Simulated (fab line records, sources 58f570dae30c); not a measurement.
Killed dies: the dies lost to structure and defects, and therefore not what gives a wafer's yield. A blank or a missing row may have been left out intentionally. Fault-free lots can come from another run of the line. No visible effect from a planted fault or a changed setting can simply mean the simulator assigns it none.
fab line records ; flow berkeley-cmos170
record: lots: 15; wafers: 45; last-day: 12
route steps=331 shown V2@301
lots with no fault: from the same line, run without faults
start-h: hours from the record's opening day to when the first of the lot's shown wafers began ; wait-h: hours since the lot's step before ; " unchanged from the row above ; L1.1+2: a single row standing in for several wafers ; - value missing, or start not given ; * or withheld: withheld ; < > ~ a bound
route shown NAME@n: names a module that has steps shown in the file, with the first one's number in the route ; usual: the fault-free wafers' mean and standard deviation ; same: alike in all rows ; chamber/n: place in a boat ; sites: the reading at each site ; _std_site: standard deviation of those values ; _edge_site: outer sites' mean less inner sites' ; radius-mm: for every site, how far away it sits from the centre of the wafer ; mask NAME#n: copy n ; behind: tool/chamber where the wafer was last shaped ; hold: cause of the lot's hold/its duration in hours/its outcome ; device: whichever transistor did not switch (one of n, p or np) ; end of line: the tests these same wafers got at the end of their route ; step lacking rows: just its recipe ; killed: count of dies lost to structure and defects at first sort (not the wafer's yield) ; map: a wafer's dies, x killed, . not, _ none there
set.NAME: the run value of the setting; set.NAME@STEP: its run value at that earlier step ; model.NAME: the simulator's own value behind a step, which no gauge read
one table for each step of the route and one row for each wafer, over a sample of lots
services: from which hour (start-h, from the record's first day; less than 0 if before it) a tool's chamber was out of use, for how many hours, and why
== steps ==
step: UCB170_V2_EXPOSE_09
recipe: mask-id: VIA2; target-cd-nm: 700; na: 0.5; sigma-outer: 0.6; source-shape: conventional; dose-mj: 37
usual: exposure-dose-mJ-cm2: 36.98/0.036; focus-offset-nm: 0.0/0.58; stage-vel-mm-s: 500.04/0.26
lot.wafer;tool;chamber;start-h;wait-h;mask;exposure-dose-mJ-cm2;focus-offset-nm;stage-vel-mm-s
L573.1;krf-scanner-01;0;156.60;0.2;VIA2#0;36.95;-0.1;499.91
L573.2;krf-scanner-01;0;156.60;0.2;VIA2#0;36.94;1.4;500.17
L573.5;krf-scanner-01;0;156.60;0.2;VIA2#0;36.99;-0.1;500.05
L574.1;krf-scanner-02;0;158.72;0.2;VIA2#0;36.96;-0.8;499.82
L574.2;krf-scanner-02;0;158.72;0.2;VIA2#0;36.99;-0.6;500.07
L574.5;krf-scanner-02;0;158.72;0.2;VIA2#0;37.03;-0.5;499.83
L571.2;krf-scanner-02;0;159.25;0.3;VIA2#0;36.97;1.1;500.09
L571.3;krf-scanner-02;0;159.25;0.3;VIA2#0;37.01;0.7;499.87
L571.4;krf-scanner-02;0;159.25;0.3;VIA2#0;37.02;0.4;500.35
L577.3;krf-scanner-01;0;176.57;0.2;VIA2#0;36.96;0.6;499.92
L577.4;krf-scanner-01;0;176.57;0.2;VIA2#0;36.92;0.1;500.29
L577.5;krf-scanner-01;0;176.57;0.2;VIA2#0;36.98;0.3;500.43
L575.2;krf-scanner-01;0;176.90;0.2;VIA2#0;36.95;0.6;499.85
L575.3;krf-scanner-01;0;176.90;0.2;VIA2#0;36.99;0.2;499.77
L575.5;krf-scanner-01;0;176.90;0.2;VIA2#0;37.03;0.0;499.69
L576.3;krf-scanner-02;0;177.16;0.4;VIA2#0;37.04;-1.0;500.13
L576.4;krf-scanner-02;0;177.16;0.4;VIA2#0;37.00;-0.2;500.19
L576.5;krf-scanner-02;0;177.16;0.4;VIA2#0;36.97;-0.1;500.37
L579.2;krf-scanner-01;0;186.17;0.2;VIA2#0;37.00;-0.4;500.43
L579.4;krf-scanner-01;0;186.17;0.2;VIA2#0;36.96;-0.3;500.30
L579.5;krf-scanner-01;0;186.17;0.2;VIA2#0;37.02;-0.4;500.06
L580.3;krf-scanner-01;0;199.91;0.2;VIA2#0;36.93;-0.6;499.93
L580.4;krf-scanner-01;0;199.91;0.2;VIA2#0;36.95;-0.1;500.16
L580.6;krf-scanner-01;0;199.91;0.2;VIA2#0;37.00;0.0;499.87
L584.1;krf-scanner-01;0;204.30;0.1;VIA2#0;36.99;0.7;499.97
L584.2;krf-scanner-01;0;204.30;0.1;VIA2#0;36.99;0.1;500.16
L584.6;krf-scanner-01;0;204.30;0.1;VIA2#0;36.94;0.8;499.85
L586.1;krf-scanner-02;-;235.41;0.2;VIA2#0;-;-;-
L586.4;krf-scanner-02;-;235.41;0.2;VIA2#0;-;-;-
L586.5;krf-scanner-02;-;235.41;0.2;VIA2#0;-;-;-
L587.2;krf-scanner-02;-;239.25;0.1;VIA2#0;-;-;-
L587.4;krf-scanner-02;-;239.25;0.1;VIA2#0;-;-;-
L587.5;krf-scanner-02;-;239.25;0.1;VIA2#0;-;-;-
L589.2;krf-scanner-02;-;239.84;0.1;VIA2#0;-;-;-
L589.4;krf-scanner-02;-;239.84;0.1;VIA2#0;-;-;-
L589.5;krf-scanner-02;-;239.84;0.1;VIA2#0;-;-;-
L588.3;krf-scanner-02;0;244.78;0.1;VIA2#0;36.98;-0.3;500.46
L588.5;krf-scanner-02;0;244.78;0.1;VIA2#0;36.97;0.0;500.08
L588.6;krf-scanner-02;0;244.78;0.1;VIA2#0;36.99;-0.1;500.02
L593.1;krf-scanner-02;0;260.23;0.2;VIA2#0;37.01;-1.2;500.13
L593.2;krf-scanner-02;0;260.23;0.2;VIA2#0;36.99;-0.7;499.96
L593.6;krf-scanner-02;0;260.23;0.2;VIA2#0;36.99;-0.1;499.67
L594.1;krf-scanner-01;0;273.75;0.2;VIA2#0;36.96;0.1;500.33
L594.2;krf-scanner-01;0;273.75;0.2;VIA2#0;37.00;0.5;499.94
L594.6;krf-scanner-01;0;273.75;0.2;VIA2#0;36.96;0.6;499.76
== services ==
tool;chamber;start-h;hours;kind
krf-scanner-01;-;138.45;3.6;pm
krf-scanner-02;0;141.46;-;calibration
krf-scanner-01;-;145.19;1.3;pm
krf-scanner-02;-;150.61;1.3;pm
krf-scanner-02;-;165.43;0.9;repair
krf-scanner-01;-;175.39;1.0;pm
krf-scanner-01;-;177.18;4.0;repair
krf-scanner-02;-;178.76;0.4;repair
krf-scanner-01;-;183.36;0.5;repair
krf-scanner-01;-;207.30;2.5;repair
krf-scanner-02;-;212.93;1.0;pm
krf-scanner-01;0;225.91;-;calibration
krf-scanner-02;-;251.73;3.6;pm
== key ==
first-sign: step: UCB170_V2_EXPOSE_09; reading: tool-record; direction: missing
effect none on later readings
met-at UCB170_V2_EXPOSE_09
struck-lots L586,L587,L589
later-rows-left-out L586.1,L586.4,L586.5,L587.2,L587.4,L587.5,L589.2,L589.4,L589.5
sort-left-out L586.1,L586.4,L586.5,L587.2,L587.4,L587.5,L589.2,L589.4,L589.5
onset-between 177.16 235.41
fault: kind: skipped-step-whole; tool: krf-scanner-02; chamber: -; onset-h: 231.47; steps: UCB170_V2_EXPOSE_09; scope: struck-lots-only
sort-left-out: the simulated sort isn't trusted on such a fault, so these wafers' sort isn't shown, and their yield isn't known
later-rows-left-out: the simulator's readings of these wafers behind a module that went badly wrong aren't trusted and aren't shown, but for the sort
